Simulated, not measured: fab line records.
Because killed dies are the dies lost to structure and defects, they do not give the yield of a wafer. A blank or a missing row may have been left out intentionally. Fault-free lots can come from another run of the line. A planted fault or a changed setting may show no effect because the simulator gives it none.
Comparing a struck lot with a sound one | flow ritCmos | 14 out of 202 route steps
Sound: wafers L231.4, L231.5, L231.6. The struck wafers were L239.2, L239.3, L239.4. The cause comes at the end.
At each step with rows: each side's tool, then ch and its chambers, then its first start. Under that, the readings that differ: sound wafers | struck wafers | difference of the means | sigmas: that difference in standard deviations of wafers without a fault.
alike: readings whose means differ by less than 2 such deviations, and words and numbers that are the same on both sides. not compared: withheld readings, readings that some wafer has no value for, bounds like >300 that may hide the same value, and numbers for which the record gives no deviation and whose values overlap.
Wherever a step has rows on one side only, a row that says differs or no value, or a row with sigmas, the two part there. Numbers that don't overlap but have no deviation are shown without sigmas and don't part them. Lack of a reading on every wafer of one side parts them only where that side has two or more wafers.

RIT_CONTACT_ETCH_11: etches SiO2 in CHF3/CF4/Ar, stops on TiSi2, target depth 480 nm, time 320 s.
  sound on rieDiel-02 ch 1,2,3, day 4 21:41; struck on rieDiel-02 ch 0,1,3, day 6 14:02
  alike: drypumpMotorCurrentA, oesProductAu, throttleValvePct
  not compared: rfHoursCounterH
RIT_CONTACT_STRIP_12: strips in O2, time 180 s.
  sound on plasmaAsher-04 ch 0,1, day 4 21:56; struck on plasmaAsher-04 ch 0,1, day 6 14:14
  alike: drypumpMotorCurrentA
  not compared: rfHoursCounterH
RIT_CONTACT_CD_MEAS_90: the cd target is 1000 nm.
  sound: cdSem-02 at day 4 22:07; struck: cdSem-02 at day 6 14:26
  alike: cdNm
then, 2 steps without rows for these wafers: RIT_CONTACT_CLEAN_13 (cleans in SC1, time 600 s); RIT_CONTACT_CLEAN_14 (cleans in SC2, time 600 s).
RIT_M1_SPUTTER_00: material Al, target thk 400 nm, time 500 s.
  sound: pvdSputter-01 at day 4 22:32; struck: pvdSputter-01 at day 6 14:55
reading              | sound          | struck         | difference | sigmas
throttleValvePct (%) | 27.8 27.8 29.6 | 30.8 30.0 31.0 | +2.2       | +2
RIT_M1_RS_MEAS_01: measurement is done with a four-point probe.
  sound: filmMetro-03 at day 4 22:53; struck: filmMetro-02 at day 6 15:14
  alike: M1_AL_RS
RIT_M1_THK_MEAS_02: measures by xrf.
  sound: filmMetro-03 at day 4 22:59; struck: filmMetro-02 at day 6 15:20
  alike: M1_AL_THK
then, 4 steps without rows for these wafers: RIT_M1_HMDS_03 (prime time 61.38 s); RIT_M1_COAT_04 (resist thk 1300 nm); RIT_M1_SOFTBAKE_05 (time 60 s); RIT_M1_EXPOSE_06 (exposes mask M12, target cd 2600 nm).
RIT_M1_PEB_07:
  struck on lithoTrack-03, day 6 16:17; sound on lithoTrack-02 ch 0, day 4 23:47
reading        | sound          | struck | difference                    | sigmas
exhaustPa (Pa) | 44.8 44.9 45.6 | - - -  | no value on the struck wafers | 
  not compared: chillPlateTempC, resistLineTempC
then, 1 step without rows for these wafers: RIT_M1_DEVELOP_08 (develop time 68 s).

WHERE THEY PART
At RIT_M1_SPUTTER_00 first; at RIT_M1_PEB_07 last (within this record only).

WHY: what had been put in by the simulator
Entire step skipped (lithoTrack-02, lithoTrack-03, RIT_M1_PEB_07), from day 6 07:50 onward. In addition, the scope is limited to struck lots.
